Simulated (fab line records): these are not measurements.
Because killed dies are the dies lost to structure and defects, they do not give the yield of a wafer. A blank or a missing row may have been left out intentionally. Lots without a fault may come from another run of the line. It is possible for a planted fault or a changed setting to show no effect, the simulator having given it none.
Problem report, 8D (eight disciplines) form, completed by code	flow berkeleyCmos170	the parts of the form that need people (team, actions taken, sign-off) are left out

1. THE PROBLEM
At UCB170_GATE_ETCH_14, oesProductAu averages 1.230 a.u. over 6 wafers from 2 lots, while fault-free wafers read 1.013 a.u., standard deviation 0.024. Relative to the usual mean, that is a shift of +9.1 standard deviations.
The step: etches BARC in N2/H2.
Earliest sighting: wafer L884.2 on rieDiel-03 at day 10 01:34. At this step, 18 wafers from 6 lots have a number in the record. Rule for "out", or "out of limits": more than 4 standard deviations from the usual mean. The other wafers with a number count as sound.

2. WHAT THIS IS AND IS NOT
question	is	is not
which readings at this step	oesProductAu	drypumpMotorCurrentA, throttleValvePct
which lots	L884, L885	L875, L876, L887, L893
which wafers of those lots	all that have a number	-
read on which tools	rieDiel-03	rieDiel-02, rieDiel-04
when	from day 10 01:34	up to then (6 sound wafers); but 6 sound wafers of L887, L893 came after

3. SUSPECTS, AND WHAT RULES EACH OUT
Counting: a tool stays on the suspect list if, at a process step up to the reading, it processed all lots that are out and no sound lot following the first of them.
- rieDiel-03 at UCB170_GATE_ETCH_14 (etches BARC in N2/H2): kept. Every lot that is out went through it, starting with L884 (day 10 01:34), and after that it ran no sound lot; the last sound lot it ran before then is L876 (day 8 03:08). On those wafers its own readings are out: oesProductAu.
The count leaves rieDiel-03 at UCB170_GATE_ETCH_14.

4. THE CAUSE (what the simulator had put in)
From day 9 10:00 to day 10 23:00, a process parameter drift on rieDiel-03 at UCB170_GATE_ETCH_14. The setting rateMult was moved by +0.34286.
This tool alone remained once counting was done.

5. THE CHAIN OF EFFECTS, in route order
Rows list readings where the struck wafers' mean (over those with a number) sits beyond 3 standard deviations from the usual. Only readings whose record carries a usual standard deviation are examined. hours: median over the lots of the time between each lot's start at the first step of this table that gives one and its start at this step. sigmas: the change, counted in usual standard deviations.
hours	step	reading	usual	on struck wafers	change	sigmas
0	UCB170_GATE_ETCH_14	oesProductAu	1.013 a.u.	1.230	+0.217	+9.1
Its process steps:
- UCB170_GATE_ETCH_14: etches BARC in N2/H2.

6. WHAT WOULD HAVE CAUGHT IT SOONER
In this record the first reading out of limits was taken at day 10 01:34, 16 hours after the fault began at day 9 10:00.
